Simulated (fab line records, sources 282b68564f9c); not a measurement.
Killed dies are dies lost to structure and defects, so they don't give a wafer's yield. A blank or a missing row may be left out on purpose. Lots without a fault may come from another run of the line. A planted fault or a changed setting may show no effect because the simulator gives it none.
Tool commonality check | flow rit_cmos | 13 lots, 39 wafers sampled

WHY IT WAS OPENED
At RIT_ACTIVE_THK_MEAS_04 the reading ACTIVE_NITRIDE_THK is flagged on 2 of 13 lots. Wafers without a fault read 151.0 nm, standard deviation 1.2.
Rule: a lot is flagged when every wafer of it that has a number lies more than 4 standard deviations from that mean, or none has a number. The other lots count as sound.

lot  | measured    | on            | ACTIVE_NITRIDE_THK (nm), wafer by wafer | flag
L529 | day 1 13:52 | film_metro-03 | 151.3 152.3 151.8                       |
L530 | day 1 18:33 | film_metro-04 | 151.2 150.6 151.4                       |
L531 | day 1 23:32 | film_metro-02 | 149.7 149.2 150.9                       |
L532 | day 2 04:32 | film_metro-04 | 152.9 151.5 152.1                       |
L533 | day 2 10:13 | film_metro-02 | 150.1 149.5 150.1                       |
L534 | day 2 15:24 | film_metro-04 | 171.9 172.4 171.6                       | FLAGGED
L537 | day 3 05:33 | film_metro-04 | 172.5 172.8 171.2                       | FLAGGED
L547 | day 5 09:30 | film_metro-04 | 148.9 149.4 148.7                       |
L548 | day 5 13:25 | film_metro-03 | 150.3 151.8 152.1                       |
L549 | day 5 17:41 | film_metro-02 | 151.3 151.0 150.2                       |
L550 | day 5 22:44 | film_metro-04 | 152.9 151.6 152.1                       |
L551 | day 6 03:33 | film_metro-04 | 151.8 151.4 152.2                       |
L552 | day 6 09:32 | film_metro-02 | 149.1 150.5 150.8                       |
The numbers of the flagged lots are 172.1 nm on average: +21.1 nm against the usual, or +18 standard deviations.

WHICH TOOL RAN EACH LOT
The record holds 1 process step before the reading, out of a route of 202 steps. In each cell: the tool, then ch and the chambers that the sampled wafers went through, then the start.
lot  | flag    | RIT_ACTIVE_CVD_03
L529 |         | lpcvd-02 ch 1, day 1 12:26
L530 |         | lpcvd-01 ch 1, day 1 17:07
L531 |         | lpcvd-02 ch 0, day 1 22:07
L532 |         | lpcvd-01 ch 0, day 2 03:07
L533 |         | lpcvd-02 ch 1, day 2 08:48
L534 | FLAGGED | lpcvd-01 ch 1, day 2 13:58
L537 | FLAGGED | lpcvd-01 ch 1, day 3 04:07
L547 |         | lpcvd-01 ch 1, day 5 08:05
L548 |         | lpcvd-02 ch 0, day 5 12:00
L549 |         | lpcvd-01 ch 1, day 5 16:15
L550 |         | lpcvd-01 ch 1, day 5 21:17
L551 |         | lpcvd-01 ch 0, day 6 02:07
L552 |         | lpcvd-02 ch 0, day 6 08:06
What these steps do:
- RIT_ACTIVE_CVD_03: deposits Si3N4 from SiH2Cl2/NH3, target thk 150 nm, time 1500 s.
- RIT_ACTIVE_THK_MEAS_04

FLAGGED OVER TOTAL, TOOL BY TOOL (the gauges that took the reading come last)
step                   | tool          | lots run | flagged | share of the flagged lots | sound lots run after its first flagged lot
RIT_ACTIVE_CVD_03      | lpcvd-01      | 8        | 2       | all                       | 4 (L547,L549,L550,L551)
RIT_ACTIVE_CVD_03      | lpcvd-02      | 5        | 0       | none                      | -
RIT_ACTIVE_THK_MEAS_04 | film_metro-02 | 4        | 0       | none                      | -
RIT_ACTIVE_THK_MEAS_04 | film_metro-03 | 2        | 0       | none                      | -
RIT_ACTIVE_THK_MEAS_04 | film_metro-04 | 7        | 2       | all                       | 3 (L547,L550,L551)

WHAT THE TABLE ALLOWS
2 rows of the table ran every flagged lot: lpcvd-01 at RIT_ACTIVE_CVD_03, film_metro-04 at RIT_ACTIVE_THK_MEAS_04.
- lpcvd-01 at RIT_ACTIVE_CVD_03: 2 of its 8 lots flagged. Sound lots ran on it after the first flagged one (L547, L549, L550, L551), which a lasting fault on the whole tool wouldn't allow. Its own readings lie more than 4 standard deviations out on every wafer of the flagged lots: nh3_flow_sccm.
- film_metro-04 at RIT_ACTIVE_THK_MEAS_04: 2 of its 7 lots flagged. Sound lots ran on it after the first flagged one (L547, L550, L551), which a lasting fault on the whole tool wouldn't allow.
No row of the table ran every flagged lot and no sound lot after the first.

WHAT THE SIMULATOR HAD PUT IN
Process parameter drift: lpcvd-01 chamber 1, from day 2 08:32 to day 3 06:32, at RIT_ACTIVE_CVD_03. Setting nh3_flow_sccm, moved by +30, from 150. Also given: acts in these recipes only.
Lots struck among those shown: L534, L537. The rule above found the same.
